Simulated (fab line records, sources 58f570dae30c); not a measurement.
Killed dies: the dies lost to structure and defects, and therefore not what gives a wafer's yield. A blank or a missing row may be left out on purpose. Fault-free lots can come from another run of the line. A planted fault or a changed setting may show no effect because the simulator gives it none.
Split-lot experiment / flow berkeleyCmos170 / 23 wafers read across 5 lots, on a route 331 steps long

## ON THE SPLIT
At UCB170_PVT_IMPLANT_07, the setting energyKev was moved away from the recipe's 30 on 8 of the 23 wafers read, by -5.8% to +4.9%. The other wafers ran this setting at the recipe's value.

The split's own step is where the reading is taken.

## THE READING
The simulator's own value implant.drpNm, read by no gauge, in nm at UCB170_PVT_IMPLANT_07. There is no usual value for it anywhere in the file.

wafer=L077.1; tool, chamber at the split=implanter-01, 0; energyKev as run=30; against the recipe=recipe; implant.drpNm, nm=16.56; against lot-mates on the recipe=-
wafer=L077.4; tool, chamber at the split=implanter-01, 0; energyKev as run=30; against the recipe=recipe; implant.drpNm, nm=16.56; against lot-mates on the recipe=-
wafer=L077.5; tool, chamber at the split=implanter-01, 0; energyKev as run=30; against the recipe=recipe; implant.drpNm, nm=16.56; against lot-mates on the recipe=-
wafer=L078.2; tool, chamber at the split=implanter-04, 0; energyKev as run=31.02; against the recipe=+3.4%; implant.drpNm, nm=17.03; against lot-mates on the recipe=+0.47
wafer=L078.5; tool, chamber at the split=implanter-04, 0; energyKev as run=31.02; against the recipe=+3.4%; implant.drpNm, nm=17.03; against lot-mates on the recipe=+0.47
wafer=L078.6; tool, chamber at the split=implanter-04, 0; energyKev as run=31.02; against the recipe=+3.4%; implant.drpNm, nm=17.03; against lot-mates on the recipe=+0.47
wafer=L078.3; tool, chamber at the split=implanter-04, 0; energyKev as run=30; against the recipe=recipe; implant.drpNm, nm=16.56; against lot-mates on the recipe=-
wafer=L078.4; tool, chamber at the split=implanter-04, 0; energyKev as run=30; against the recipe=recipe; implant.drpNm, nm=16.56; against lot-mates on the recipe=-
wafer=L080.1; tool, chamber at the split=implanter-02, 0; energyKev as run=30; against the recipe=recipe; implant.drpNm, nm=16.56; against lot-mates on the recipe=-
wafer=L080.2; tool, chamber at the split=implanter-02, 0; energyKev as run=30; against the recipe=recipe; implant.drpNm, nm=16.56; against lot-mates on the recipe=-
wafer=L080.3; tool, chamber at the split=implanter-02, 0; energyKev as run=30; against the recipe=recipe; implant.drpNm, nm=16.56; against lot-mates on the recipe=-
wafer=L080.5; tool, chamber at the split=implanter-02, 0; energyKev as run=30; against the recipe=recipe; implant.drpNm, nm=16.56; against lot-mates on the recipe=-
wafer=L080.6; tool, chamber at the split=implanter-02, 0; energyKev as run=30; against the recipe=recipe; implant.drpNm, nm=16.56; against lot-mates on the recipe=-
wafer=L085.1; tool, chamber at the split=implanter-01, 0; energyKev as run=31.48; against the recipe=+4.9%; implant.drpNm, nm=17.25; against lot-mates on the recipe=+0.69
wafer=L085.3; tool, chamber at the split=implanter-01, 0; energyKev as run=31.48; against the recipe=+4.9%; implant.drpNm, nm=17.25; against lot-mates on the recipe=+0.69
wafer=L085.4; tool, chamber at the split=implanter-01, 0; energyKev as run=30; against the recipe=recipe; implant.drpNm, nm=16.56; against lot-mates on the recipe=-
wafer=L085.5; tool, chamber at the split=implanter-01, 0; energyKev as run=30; against the recipe=recipe; implant.drpNm, nm=16.56; against lot-mates on the recipe=-
wafer=L085.6; tool, chamber at the split=implanter-01, 0; energyKev as run=30; against the recipe=recipe; implant.drpNm, nm=16.56; against lot-mates on the recipe=-
wafer=L084.1; tool, chamber at the split=implanter-02, 0; energyKev as run=30; against the recipe=recipe; implant.drpNm, nm=16.56; against lot-mates on the recipe=-
wafer=L084.5; tool, chamber at the split=implanter-02, 0; energyKev as run=30; against the recipe=recipe; implant.drpNm, nm=16.56; against lot-mates on the recipe=-
wafer=L084.2; tool, chamber at the split=implanter-02, 0; energyKev as run=28.26; against the recipe=-5.8%; implant.drpNm, nm=15.98; against lot-mates on the recipe=-0.58
wafer=L084.3; tool, chamber at the split=implanter-02, 0; energyKev as run=28.26; against the recipe=-5.8%; implant.drpNm, nm=15.98; against lot-mates on the recipe=-0.58
wafer=L084.6; tool, chamber at the split=implanter-02, 0; energyKev as run=28.26; against the recipe=-5.8%; implant.drpNm, nm=15.98; against lot-mates on the recipe=-0.58

THE FIT
A straight line over all 23 wafers: implant.drpNm changes by +0.117 nm for each +1% of energyKev; r = +0.99; the points scatter about the line by 0.047 nm.
The same after taking each lot's own level away (the mean of its wafers on the recipe; 23 wafers): +0.117 nm for each +1%; r = +0.99; scatter 0.047 nm.
The reading moves by 0.68 nm for the largest change in energyKev, on that fit.
The lots' own levels span 16.560 to 16.560 nm.
Consequently the slope shifts little with the lot-to-lot level, the two slopes agreeing.
Check: for one of the wafers moved furthest among these (-5.8%), held out of the fit, the line's prediction against its lot-mates is -0.669 nm. It came out at -0.58 nm against them.

## ADDITIONAL SPLITS CARRIED BY THESE WAFERS
These wafers also went through other splits before the reading. Each is held against what the fit with the lots' levels taken away leaves over:
other split on the same wafers=UCB170_START_OXIDATION_02 tempC; wafers away from the commonest value=18; r with implant.drpNm (lot level and that fit taken away)=-0.10
other split on the same wafers=UCB170_PWELL_DEVELOP_12 developTimeS; wafers away from the commonest value=11; r with implant.drpNm (lot level and that fit taken away)=-0.14
other split on the same wafers=UCB170_PWELL_IMPLANT_15 doseCm2; wafers away from the commonest value=8; r with implant.drpNm (lot level and that fit taken away)=-0.21
other split on the same wafers=UCB170_PFIELD_IMPLANT_07 doseCm2; wafers away from the commonest value=5; r with implant.drpNm (lot level and that fit taken away)=+0.24
other split on the same wafers=UCB170_SCREENOX_OXIDATION_01 tempC; wafers away from the commonest value=15; r with implant.drpNm (lot level and that fit taken away)=+0.08
other split on the same wafers=UCB170_NVT_IMPLANT_07 energyKev; wafers away from the commonest value=11; r with implant.drpNm (lot level and that fit taken away)=+0.04

## THE WHOLE CHAIN: every reading that the file lists as answering this split, in the file's order
step=UCB170_PVT_IMPLANT_07; what it does=; reading=implant.rpNm (the simulator's own value, which no gauge read); change (the file's fit)=+0.301 nm for each +1% of the setting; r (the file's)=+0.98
step=UCB170_PVT_IMPLANT_07; what it does=; reading=implant.drpNm (the simulator's own value, which no gauge read); change (the file's fit)=+0.121 nm for each +1% of the setting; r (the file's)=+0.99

## FILE'S OWN FIT
implant.drpNm changes by +0.121 nm for each +1% of energyKev, r = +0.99.
